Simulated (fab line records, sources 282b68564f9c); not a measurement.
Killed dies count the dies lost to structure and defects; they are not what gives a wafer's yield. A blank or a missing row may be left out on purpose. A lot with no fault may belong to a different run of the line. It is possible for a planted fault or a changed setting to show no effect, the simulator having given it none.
Which tool is to blame? | flow rit cmos | 14 lots (42 wafers sampled), 1 step of a 202-step route

== WHAT EACH GAUGE READ, for each wafer ==
No reading from a measuring or inspecting step in the record can be judged against a usual standard deviation.

== EACH LOT AND THE TOOL THAT RAN IT (in order: tool; ch and the chambers of the sampled wafers; start) ==
lot  | RIT_GATE_ETCH_19
L507 | rie si-02 ch 0,2, day 2 15:04
L509 | rie si-02 ch 0,1,3, day 3 06:40
L510 | rie si-01 ch 1,2,3, day 3 06:57
L511 | rie si-02 ch 0,1, day 3 11:01
L512 | rie si-01 ch 0,1,2, day 3 15:11
L513 | rie si-02 ch 0,2,3, day 4 02:49
L515 | rie si-02 ch 2,3, day 4 08:19
L516 | rie si-01 ch 0,1, day 4 15:29
L519 | rie si-02 ch 0,1,2, day 5 02:04
L521 | rie si-02 ch 0,1, day 5 11:33
L522 | rie si-01 ch 2,3, day 5 15:21
L526 | rie si-01 ch 0,1,2, day 6 12:20
L528 | rie si-01 ch 1,2,3, day 6 23:17
L530 | rie si-01 ch 1,2,3, day 7 07:55
- RIT_GATE_ETCH_19: etches poly-Si in SF6/CHF3/O2, stops on SiO2, time 165 s, target depth 312.5 nm.

== WHAT THE TOOLS THEMSELVES READ (means of the sampled wafers that have a number; where no wafer has one, the mark that the record gives instead) ==
RIT_GATE_ETCH_19. Usual: O2_flow_sccm 4.998 sccm, standard deviation 0.016; drypump motor current A 5.9 A, standard deviation 0.37; oes product au 0.845 a.u., standard deviation 0.015; run length s 193.1 s, standard deviation 0.48; throttle valve pct 10.37 %, standard deviation 0.11.
lot  | tool      | O2_flow_sccm (sccm) | drypump motor current A (A) | oes product au (a.u.) | run length s (s) | throttle valve pct (%) | flag
L507 | rie si-02 | 4.991               | 6.2                         | 0.821                 | 193.3            | 10.41                  |
L509 | rie si-02 | 5.003               | 5.9                         | 0.850                 | 193.0            | 10.29                  |
L510 | rie si-01 | 5.001               | 5.6                         | 0.837                 | 193.0            | 10.47                  |
L511 | rie si-02 | 4.992               | 5.8                         | 0.864                 | 193.4            | 10.31                  |
L512 | rie si-01 | 5.003               | 5.9                         | 0.852                 | 193.2            | 10.42                  |
L513 | rie si-02 | 5.000               | 6.0                         | 0.836                 | 193.6            | 10.34                  |
L515 | rie si-02 | 4.989               | 6.3                         | 0.840                 | 193.4            | 10.37                  |
L516 | rie si-01 | 5.011               | 5.9                         | 0.862                 | 192.6            | 10.38                  |
L519 | rie si-02 | 5.009               | 6.1                         | 0.820                 | 200.5            | 10.35                  | OFF
L521 | rie si-02 | 5.004               | 6.0                         | 0.843                 | 200.3            | 10.29                  | OFF
L522 | rie si-01 | 4.976               | 5.6                         | 0.839                 | 193.2            | 10.49                  |
L526 | rie si-01 | 4.991               | 5.9                         | 0.849                 | 193.1            | 10.43                  |
L528 | rie si-01 | 4.996               | 5.6                         | 0.842                 | 192.8            | 10.47                  |
L530 | rie si-01 | 5.002               | 5.6                         | 0.836                 | 193.1            | 10.48                  |

== THE ANSWER, worked out from the rows above alone ==
Rule: lot off if the mean of its wafers having a number is beyond 3 standard deviations from the usual mean. Also off: a lot with no number at a reading for which 4 or more lots have one. Where the step has rows for the other lots, those lots are counted as sound. First the gauges in route order, then the tools' own readings, where a lot's mean is used as printed above. At the first step where some lot is off, the reading lying furthest off is the one used; lots without a number count as furthest.
Off at RIT_GATE_ETCH_19 (run length s): L519, L521.
If a tool, at that step or one of the process steps before it, ran each lot that is off and ran no sound lot following the first of them, it fits. One candidate fits, namely rie si-02 at RIT_GATE_ETCH_19. Its last sound lot is L515 (day 4 08:19), its first lot that is off L519 (day 5 02:04): a fault that began between those two fits.
On the lots that are off, the tool's own readings at RIT_GATE_ETCH_19 differ by more than 5 times the standard deviation of the sound lots' means, which bears it out; run length s reads 200.4 s there versus 193.1 s on the sound lots.

== WHAT THE SIMULATOR PUT IN ==
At RIT_GATE_ETCH_19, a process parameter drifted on rie si-02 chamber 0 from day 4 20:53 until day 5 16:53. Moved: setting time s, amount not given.
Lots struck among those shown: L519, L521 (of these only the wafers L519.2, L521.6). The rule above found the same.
